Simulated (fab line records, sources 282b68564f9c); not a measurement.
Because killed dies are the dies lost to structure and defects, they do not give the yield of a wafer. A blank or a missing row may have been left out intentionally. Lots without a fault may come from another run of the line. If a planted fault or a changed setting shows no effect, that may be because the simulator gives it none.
Split-lot trial	flow ritCmos	route with 202 steps; 5 lots, 23 wafers read

== THE SPLIT ITSELF ==
At RIT_SILICIDE_SPUTTER_01 (material Ti, target thk 30 nm, time 240 s), the setting chamberPressurePa was moved away from the recipe's 0.667 Pa on 10 of the 23 wafers read, by +10.0% to +14.6%. This setting was run at the recipe's value on the other wafers.

No step appears in the file between the split and the reading.

== THE READING ==
Measured at RIT_SILICIDE_RS_MEAS_02 by four-point probe: SILICIDE_TI_RS, in ohm/sq. On this fab line, fault-free wafers typically give 48.2 ohm/sq with a standard deviation of 0.85 ohm/sq.

wafer	tool, chamber at the split	chamberPressurePa as run, Pa	against the recipe	SILICIDE_TI_RS, ohm/sq	against lot-mates on the recipe
L075.2	pvdSputter-03, -	0.667	recipe	48.7	-
L075.3	pvdSputter-03, -	0.667	recipe	47.9	-
L075.4	pvdSputter-03, -	0.667	recipe	47.5	-
L078.1	pvdSputter-01, -	0.7646	+14.6%	65.4	no lot-mate on the recipe
L078.3	pvdSputter-01, -	0.7646	+14.6%	66.2	no lot-mate on the recipe
L078.4	pvdSputter-01, -	0.7646	+14.6%	65.3	no lot-mate on the recipe
L078.5	pvdSputter-01, -	0.7646	+14.6%	65.6	no lot-mate on the recipe
L078.6	pvdSputter-01, -	0.7646	+14.6%	65.8	no lot-mate on the recipe
L081.1	pvdSputter-01, -	0.667	recipe	47.6	-
L081.2	pvdSputter-01, -	0.667	recipe	47.4	-
L081.4	pvdSputter-01, -	0.667	recipe	47.1	-
L081.5	pvdSputter-01, -	0.667	recipe	47.6	-
L081.6	pvdSputter-01, -	0.667	recipe	47.8	-
L082.1	pvdSputter-04, -	0.667	recipe	47.8	-
L082.2	pvdSputter-04, -	0.667	recipe	47.1	-
L082.3	pvdSputter-04, -	0.667	recipe	48.9	-
L082.4	pvdSputter-04, -	0.667	recipe	47.5	-
L082.5	pvdSputter-04, -	0.667	recipe	48.5	-
L083.1	pvdSputter-01, -	0.7337	+10.0%	60.0	no lot-mate on the recipe
L083.2	pvdSputter-01, -	0.7337	+10.0%	59.9	no lot-mate on the recipe
L083.4	pvdSputter-01, -	0.7337	+10.0%	60.1	no lot-mate on the recipe
L083.5	pvdSputter-01, -	0.7337	+10.0%	60.8	no lot-mate on the recipe
L083.6	pvdSputter-01, -	0.7337	+10.0%	60.2	no lot-mate on the recipe

FIT RESULTS
A straight line over all 23 wafers: SILICIDE_TI_RS changes by +1.23 ohm/sq for each +1% of chamberPressurePa; r = +1.00; the points scatter about the line by 0.49 ohm/sq.
Too few moved wafers with a lot-mate on the recipe to fit a line net of each lot's own level.

== THE WHOLE CHAIN: every reading that the file lists as answering this split, in the file's order ==
step	what it does	reading	change (the file's fit)	r (the file's)
RIT_SILICIDE_SPUTTER_01	material Ti, target thk 30 nm, time 240 s	Ti_of_SILICIDE_SPUTTER_01.thkNm (the simulator's own value, which no gauge read)	-0.0806 nm for each +1% of the setting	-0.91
RIT_SILICIDE_RS_MEAS_02	measures by four-point-probe	SILICIDE_TI_RS	+1.23 for each +1% of the setting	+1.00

== THE FILE'S OWN FIT ==
SILICIDE_TI_RS changes by +1.23 ohm/sq for each +1% of chamberPressurePa, r = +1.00.
